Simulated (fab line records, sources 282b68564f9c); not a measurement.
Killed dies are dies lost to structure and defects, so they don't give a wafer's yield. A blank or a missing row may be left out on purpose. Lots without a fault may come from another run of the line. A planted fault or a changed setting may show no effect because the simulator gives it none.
Split-lot experiment | flow rit_cmos | 5 lots, 23 wafers read, on a route of 202 steps

THE SPLIT
At RIT_PSD_COAT_01 (resist thk 1000 nm), the setting spin_rpm was moved away from the recipe's 3250 rpm on 7 of the 23 wafers read, by -3.7% to +5.6%. The other wafers ran this setting at the recipe's value.

FROM THE SPLIT TO THE READING: what the file shows between them, 3 steps
- RIT_PSD_SOFTBAKE_02: time 60 s
- RIT_PSD_EXPOSE_03: exposes mask M10, target cd 40900 nm
- RIT_PSD_DEVELOP_05: develop time 50 s

THE READING
NOVOLAK_of_PSD_COAT_01.thk_nm (the simulator's own value, which no gauge read), in nm, at RIT_PSD_HARDBAKE_07 (time 60 s). The file gives no usual value for it. The 16 wafers here that ran the recipe average 884.1 nm, standard deviation 2.3 nm.

wafer  | tool, chamber at the split | spin_rpm as run, rpm | against the recipe | NOVOLAK_of_PSD_COAT_01.thk_nm, nm | against lot-mates on the recipe
L077.1 | litho_track-03, 0          | 3431                 | +5.6%              | 859.6                             | -26.3
L077.2 | litho_track-03, 0          | 3250                 | recipe             | 884.9                             | -
L077.3 | litho_track-03, 0          | 3250                 | recipe             | 886.7                             | -
L077.4 | litho_track-03, 0          | 3431                 | +5.6%              | 860.2                             | -25.7
L077.6 | litho_track-03, 0          | 3250                 | recipe             | 886.2                             | -
L079.1 | litho_track-02, 0          | 3250                 | recipe             | 882.8                             | -
L079.2 | litho_track-02, 0          | 3250                 | recipe             | 883                               | -
L079.6 | litho_track-02, 0          | 3250                 | recipe             | 883                               | -
L079.4 | litho_track-02, 0          | 3319                 | +2.1%              | 871.8                             | -11.1
L079.5 | litho_track-02, 0          | 3319                 | +2.1%              | 873.4                             | -9.5
L080.1 | litho_track-04, 0          | 3250                 | recipe             | 883.1                             | -
L080.4 | litho_track-04, 0          | 3250                 | recipe             | 883.2                             | -
L080.5 | litho_track-04, 0          | 3250                 | recipe             | 884.1                             | -
L081.1 | litho_track-04, 0          | 3250                 | recipe             | 884                               | -
L081.2 | litho_track-04, 0          | 3250                 | recipe             | 887.9                             | -
L081.4 | litho_track-04, 0          | 3250                 | recipe             | 884.7                             | -
L081.5 | litho_track-04, 0          | 3250                 | recipe             | 886.7                             | -
L081.6 | litho_track-04, 0          | 3250                 | recipe             | 885.6                             | -
L085.1 | litho_track-03, 0          | 3130                 | -3.7%              | 897.3                             | +17.7
L085.2 | litho_track-03, 0          | 3250                 | recipe             | 879.3                             | -
L085.3 | litho_track-03, 0          | 3250                 | recipe             | 879.9                             | -
L085.5 | litho_track-03, 0          | 3130                 | -3.7%              | 898.1                             | +18.5
L085.6 | litho_track-03, 0          | 3130                 | -3.7%              | 898.6                             | +19.0

THE FIT
A straight line over all 23 wafers: NOVOLAK_of_PSD_COAT_01.thk_nm changes by -4.2 nm for each +1% of spin_rpm; r = -0.98; the points scatter about the line by 2.2 nm.
The same after taking each lot's own level away (the mean of its wafers on the recipe; 23 wafers): -4.81 nm for each +1%; r = -1.00; scatter 0.89 nm.
On that fit, the largest move of spin_rpm shifts the reading by 27 nm.
The lots' own levels span 879.60 to 885.93 nm, that is 2.8 times the standard deviation above.
So the lot-to-lot level changes the slope: the two fits differ.
Check: with one of the wafers moved furthest among these (+5.6%) left out of the fit, the line predicts -26.8 nm for it against its lot-mates. It came out at -26.3 nm against them.

THE WHOLE CHAIN: every reading that the file lists as answering this split, in the file's order
step                | what it does       | reading                                                                        | change (the file's fit)              | r (the file's)
RIT_PSD_COAT_01     | resist thk 1000 nm | NOVOLAK_of_PSD_COAT_01.thk_nm (the simulator's own value, which no gauge read) | -5.45 nm for each +1% of the setting | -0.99
RIT_PSD_HARDBAKE_07 | time 60 s          | NOVOLAK_of_PSD_COAT_01.thk_nm (the simulator's own value, which no gauge read) | -4.77 nm for each +1% of the setting | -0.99

THE FILE'S OWN FIT
NOVOLAK_of_PSD_COAT_01.thk_nm changes by -4.77 nm for each +1% of spin_rpm, r = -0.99.
